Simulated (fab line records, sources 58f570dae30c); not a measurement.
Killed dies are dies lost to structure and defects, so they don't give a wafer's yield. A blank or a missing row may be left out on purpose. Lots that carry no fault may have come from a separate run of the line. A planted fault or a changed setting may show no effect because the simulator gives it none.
Which tool was responsible? || flow berkeley cmos170 || 7 lots with 21 wafers sampled at 5 steps, on a route of 331 steps

WHAT EACH GAUGE READ, for each wafer
UCB170_PSD_TW_MEAS_10.
{"lot": "L418", "measured": "day 8 02:29", "on": "film metro-02", "PSD_TW": "2312 2329 2324"}
{"lot": "L422", "measured": "day 8 07:46", "on": "film metro-03", "PSD_TW": "2301 2284 2294"}
{"lot": "L425", "measured": "day 8 19:35", "on": "film metro-03", "PSD_TW": "2293 2288 2291"}
{"lot": "L427", "measured": "day 10 10:19", "on": "film metro-03", "PSD_TW": "2034 2049 2042"}
{"lot": "L436", "measured": "day 11 00:23", "on": "film metro-03", "PSD_TW": "2293 2293 2295"}
{"lot": "L438", "measured": "day 10 23:53", "on": "film metro-03", "PSD_TW": "2284 2294 2272"}
{"lot": "L440", "measured": "day 11 20:25", "on": "film metro-03", "PSD_TW": "2291 2289 2288"}

EACH LOT AND THE TOOL THAT RAN IT (in order: tool; ch and the chambers of the sampled wafers; start)
{"lot": "L418", "UCB170_ACTIVE_STRIP_16": "plasma asher-02 ch 0,1, day 5 02:16", "UCB170_PFIELD_STRIP_08": "plasma asher-03 ch 0,1, day 5 04:08", "UCB170_PSD_IMPLANT_08": "implanter-01 ch 0, day 8 02:14", "UCB170_PSD_STRIP_09": "plasma asher-04 ch 0,1, day 8 02:23"}
{"lot": "L422", "UCB170_ACTIVE_STRIP_16": "plasma asher-01 ch 0,1, day 5 17:15", "UCB170_PFIELD_STRIP_08": "plasma asher-02 ch 0,1, day 5 21:18", "UCB170_PSD_IMPLANT_08": "implanter-03 ch 0, day 8 07:31", "UCB170_PSD_STRIP_09": "plasma asher-01 ch 0,1, day 8 07:40"}
{"lot": "L425", "UCB170_ACTIVE_STRIP_16": "plasma asher-01 ch 0,1, day 6 01:01", "UCB170_PFIELD_STRIP_08": "plasma asher-02 ch 0,1, day 6 05:22", "UCB170_PSD_IMPLANT_08": "implanter-02 ch 0, day 8 19:20", "UCB170_PSD_STRIP_09": "plasma asher-01 ch 0,1, day 8 19:29"}
{"lot": "L427", "UCB170_ACTIVE_STRIP_16": "plasma asher-03 ch 0,1, day 7 07:40", "UCB170_PFIELD_STRIP_08": "plasma asher-04 ch 0,1, day 7 11:36", "UCB170_PSD_IMPLANT_08": "implanter-03 ch 0, day 10 10:05", "UCB170_PSD_STRIP_09": "plasma asher-03 ch 0,1, day 10 10:13"}
{"lot": "L436", "UCB170_ACTIVE_STRIP_16": "plasma asher-01 ch 0,1, day 8 02:34", "UCB170_PFIELD_STRIP_08": "plasma asher-03 ch 0,1, day 8 07:13", "UCB170_PSD_IMPLANT_08": "implanter-02 ch 0, day 11 00:08", "UCB170_PSD_STRIP_09": "plasma asher-04 ch 0,1, day 11 00:17"}
{"lot": "L438", "UCB170_ACTIVE_STRIP_16": "plasma asher-02 ch 0,1, day 8 03:01", "UCB170_PFIELD_STRIP_08": "plasma asher-03 ch 0,1, day 8 07:39", "UCB170_PSD_IMPLANT_08": "implanter-01 ch 0, day 10 23:38", "UCB170_PSD_STRIP_09": "plasma asher-01 ch 0,1, day 10 23:46"}
{"lot": "L440", "UCB170_ACTIVE_STRIP_16": "plasma asher-03 ch 0,1, day 9 00:05", "UCB170_PFIELD_STRIP_08": "plasma asher-04 ch 1, day 9 03:22", "UCB170_PSD_IMPLANT_08": "implanter-01 ch 0, day 11 20:11", "UCB170_PSD_STRIP_09": "plasma asher-01 ch 0, day 11 20:18"}
- UCB170_ACTIVE_STRIP_16: strips in O2.
- UCB170_PFIELD_STRIP_08: strips in O2.
- UCB170_PSD_IMPLANT_08
- UCB170_PSD_STRIP_09: strips in O2.

THE ANSWER, worked out from the rows above alone
Rule: the lots themselves supply what counts as usual. The widest of any qualifying gaps counts: lots, ordered by their means at a reading, are off when they make up no more than a third of the lots, leave a main group of 4 or more, and stand apart from it by 3 or more times the standard deviation of that group's means. Not used: any main group whose means are identical at the precision the tables above print for the reading. A lot without any number at a reading at which 4 lots or more have one is off too. The other lots that the step has rows for count as sound.
Off: at UCB170_PSD_TW_MEAS_10 (PSD_TW), L427. Mean 2295 and standard deviation 12 in the main group.
If a tool, at a process step before that reading, ran all the lots that are off and no sound lot after the first of them, it fits. Those tools and the gauges at UCB170_PSD_TW_MEAS_10 are tried in the same way. Can't be told from this: 2 tools fit, implanter-03 at UCB170_PSD_IMPLANT_08, plasma asher-03 at UCB170_PSD_STRIP_09.

WHAT THE SIMULATOR PUT IN
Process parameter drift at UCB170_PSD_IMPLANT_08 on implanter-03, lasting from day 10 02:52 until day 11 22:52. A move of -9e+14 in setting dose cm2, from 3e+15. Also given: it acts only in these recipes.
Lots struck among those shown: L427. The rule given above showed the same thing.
